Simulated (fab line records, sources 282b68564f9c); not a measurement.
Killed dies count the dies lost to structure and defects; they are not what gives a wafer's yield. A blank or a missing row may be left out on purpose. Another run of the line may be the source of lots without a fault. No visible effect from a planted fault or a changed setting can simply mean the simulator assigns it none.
Which tool was responsible?    flow rit cmos    18 wafers from 6 lots sampled at 2 of the route's 202 steps

## WHAT THE GAUGES SHOWED, per wafer
RIT_CONTACT_THK_MEAS_01.
lot   measured     on             CONTACT_TEOS_THK (nm)
L654  day 3 09:56  film metro-01  412 415 415
L660  day 4 13:22  film metro-02  348 410 416
L667  day 6 03:15  film metro-04  415 423 424
L670  day 6 16:28  film metro-04  401 405 407
L673  day 7 10:50  film metro-04  416 412 414
L676  day 7 22:19  film metro-04  414 412 410

## EACH LOT AND THE TOOL THAT RAN IT (in order: tool; ch and the chambers of the sampled wafers; start)
lot   RIT_CONTACT_CVD_00
L654  pecvd-02 ch 1,2, day 3 09:52
L660  pecvd-02 ch 1,2, day 4 13:18
L667  pecvd-03 ch 0,1,2, day 6 03:11
L670  pecvd-01 ch 1,2, day 6 16:25
L673  pecvd-01 ch 0,1, day 7 10:46
L676  pecvd-01 ch 0,1,2, day 7 22:16
- RIT_CONTACT_CVD_00: deposits SiO2 from TEOS, target thk 400 nm, time 62.96 s.

## THE ANSWER, worked out from the rows above alone
Rule: the lots themselves supply what counts as usual. Put in order of their means at a reading, lots are off if they are a third of the lots or fewer, leave a main group of 4 or more, and stand apart from it by a gap of 3 or more times the standard deviation of the main group's means; of several such gaps the widest counts. If all means in a main group match to the digits the tables above print for the reading, that group is not used. Also off: a lot with no number at a reading for which 4 or more lots have one. The other lots that the step has rows for count as sound.
No lot is off on any of the readings shown, so nothing can be concluded from this.

## WHAT THE SIMULATOR HAD PUT IN
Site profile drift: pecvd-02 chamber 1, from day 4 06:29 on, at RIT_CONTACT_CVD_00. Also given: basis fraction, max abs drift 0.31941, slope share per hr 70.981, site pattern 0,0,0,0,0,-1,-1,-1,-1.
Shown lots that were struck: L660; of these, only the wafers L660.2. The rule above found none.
